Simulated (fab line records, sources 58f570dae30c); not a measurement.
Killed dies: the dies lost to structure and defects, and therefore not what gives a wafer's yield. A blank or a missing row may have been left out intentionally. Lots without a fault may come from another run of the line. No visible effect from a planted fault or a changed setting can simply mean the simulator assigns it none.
Split-lot trial    flow berkeley-cmos170    23 wafers read across 5 lots, on a route 331 steps long

## ABOUT THE SPLIT
At UCB170_V2_CMP_02 (polishes SiO2), the setting leave-above-ref-nm was moved away from the recipe's 1000 nm on 5 of the 23 wafers read, by -5.1% to +5.6%. The other wafers ran this setting at the recipe's value.

No step appears in the file between the split and the reading.

## THE READING
V2_POLISHED_THK at UCB170_V2_THK_MEAS_04, in nm. Fault-free wafers of this fab line usually give 1000.2 nm, standard deviation 1.2 nm.

wafer   tool, chamber at the split  leave-above-ref-nm as run, nm  against the recipe  V2_POLISHED_THK, nm  against lot-mates on the recipe
L076.1  cmp-02, 3                   1000                           recipe              998.8                -
L076.2  cmp-02, 0                   1000                           recipe              1000.6               -
L076.3  cmp-02, 2                   1056                           +5.6%               1054.4               +55.0
L076.5  cmp-02, 3                   1000                           recipe              998.9                -
L076.6  cmp-02, 2                   1056                           +5.6%               1053.6               +54.2
L074.1  cmp-02, 2                   949.1                          -5.1%               948.9                -52.8
L074.2  cmp-02, 0                   1000                           recipe              1003.2               -
L074.3  cmp-02, 3                   949.1                          -5.1%               949.6                -52.1
L074.4  cmp-02, 1                   1000                           recipe              1000.1               -
L074.5  cmp-02, 3                   949.1                          -5.1%               949.6                -52.1
L079.1  cmp-01, 1,2                 1000                           recipe              1001.3               -
L079.2  cmp-01, 1,2                 1000                           recipe              1000.5               -
L079.3  cmp-01, 3,0                 1000                           recipe              1001.5               -
L079.4  cmp-01, 0                   1000                           recipe              1002.4               -
L079.6  cmp-01, 3,0                 1000                           recipe              1001.1               -
L083.2  cmp-01, 1                   1000                           recipe              999.1                -
L083.3  cmp-01, 0,3                 1000                           recipe              1001.1               -
L083.4  cmp-01, 3                   1000                           recipe              999.5                -
L083.5  cmp-01, 2                   1000                           recipe              998.7                -
L083.6  cmp-01, 0,3                 1000                           recipe              999.9                -
L082.1  cmp-01, 3                   1000                           recipe              1000.1               -
L082.2  cmp-01, 0                   1000                           recipe              999.5                -
L082.6  cmp-01, 3                   1000                           recipe              1001.2               -
When a row names more than one chamber, that row covers several wafers, and the file does not tell which wafer ran in which chamber.

THE FIT
A straight line over all 23 wafers: V2_POLISHED_THK changes by +9.82 nm for each +1% of leave-above-ref-nm; r = +1.00; the points scatter about the line by 1.3 nm.
The same after taking each lot's own level away (the mean of its wafers on the recipe; 23 wafers): +10 nm for each +1%; r = +1.00; scatter 1 nm.
The reading moves by 56 nm for the largest change in leave-above-ref-nm, on that fit.
The span of the lots' own levels, 999.43 to 1001.65 nm, comes to 1.8 times the standard deviation stated above.
Hence the lot-to-lot level has little effect on the slope; both slopes agree.
Check: for one of the wafers moved furthest among these (+5.6%), held out of the fit, the line's prediction against its lot-mates is +56.2 nm. It came out at +55 nm against them.

## OTHER SPLITS APPLIED TO THESE WAFERS
Before the reading, these wafers also passed through other splits. Each is held against what the fit with the lots' levels taken away leaves over:
other split on the same wafers         wafers away from the commonest value  r with V2_POLISHED_THK (lot level and that fit taken away)
UCB170_NLDD_EXPOSE_03 dose-mj          8                                     -0.06
UCB170_PSD_PEB_04 peb-temp-c           10                                    +0.04
UCB170_BACKSIDE_COAT_01 resist-thk-nm  7                                     -0.03
UCB170_CONTACT_COAT_04 spin-rpm        6                                     +0.19
UCB170_M1_SPUTTER_00 power-w           4                                     -0.40
UCB170_V1_ETCH_14 time-s               9                                     -0.44

## THE WHOLE CHAIN: every reading that the file lists as answering this split, in the file's order
step                   what it does                                                               reading                                                                    change (the file's fit)               r (the file's)
UCB170_V2_CMP_02       polishes SiO2                                                              SiO2_of_V2_CVD_00.thk-nm (the simulator's own value, which no gauge read)  +10 nm for each +1% of the setting    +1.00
UCB170_V2_THK_MEAS_04                                                                             V2_POLISHED_THK                                                            +9.98 for each +1% of the setting     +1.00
UCB170_V2_ETCH_14      etches SiO2 in CHF3/CF4/Ar, stops on Al, target depth 1250 nm, time 291 s  V2.feature-depth-nm (the simulator's own value, which no gauge read)       +10.1 nm for each +1% of the setting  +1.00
UCB170_V2_ETCH_14      etches SiO2 in CHF3/CF4/Ar, stops on Al, target depth 1250 nm, time 291 s  etch.depth-nm (the simulator's own value, which no gauge read)             +10.2 nm for each +1% of the setting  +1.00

## FILE'S OWN FIT
V2_POLISHED_THK changes by +9.98 nm for each +1% of leave-above-ref-nm, r = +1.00.
